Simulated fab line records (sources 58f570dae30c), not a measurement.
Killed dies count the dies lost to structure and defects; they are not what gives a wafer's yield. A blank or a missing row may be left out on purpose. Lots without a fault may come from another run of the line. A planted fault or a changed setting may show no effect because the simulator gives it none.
Which of the tools did it? || flow berkeley_cmos170 || 7 lots (21 wafers sampled), 1 step of a 331-step route

== WHAT THE GAUGES SHOWED, per wafer ==
UCB170_NSD_TW_MEAS_10.
{"lot": "L133", "measured": "day 6 17:22", "on": "film_metro-04", "NSD_TW": "4227 4226 4218"}
{"lot": "L136", "measured": "day 7 14:07", "on": "film_metro-03", "NSD_TW": "4182 4152 4177"}
{"lot": "L145", "measured": "day 9 07:58", "on": "film_metro-01", "NSD_TW": "4114 4114 4126"}
{"lot": "L146", "measured": "day 9 18:47", "on": "film_metro-04", "NSD_TW": "4191 4208 4215"}
{"lot": "L149", "measured": "day 10 10:16", "on": "film_metro-04", "NSD_TW": "4192 4216 4220"}
{"lot": "L151", "measured": "day 10 11:31", "on": "film_metro-01", "NSD_TW": "4114 4101 4104"}
{"lot": "L155", "measured": "day 11 15:20", "on": "film_metro-04", "NSD_TW": "4212 4208 4209"}

== WHICH TOOL RAN EACH LOT (tool, then ch and the chambers of the sampled wafers, then the start) ==
The record holds no process step before these readings.

== THE ANSWER, worked out from the rows above alone ==
Rule: what is usual is taken from the lots themselves. Put in order of their means at a reading, lots are off if they are a third of the lots or fewer, leave a main group of 4 or more, and stand apart from it by a gap of 3 or more times the standard deviation of the main group's means; of several such gaps the widest counts. A main group whose means are all the same, to the digits that the tables above print for the reading, isn't used. A lot without any number at a reading at which 4 lots or more have one is off too. All remaining lots with rows at the step are treated as sound.
No lot is off on any of the readings shown, so nothing can be concluded from this.

== WHAT THE SIMULATOR HAD INSERTED ==
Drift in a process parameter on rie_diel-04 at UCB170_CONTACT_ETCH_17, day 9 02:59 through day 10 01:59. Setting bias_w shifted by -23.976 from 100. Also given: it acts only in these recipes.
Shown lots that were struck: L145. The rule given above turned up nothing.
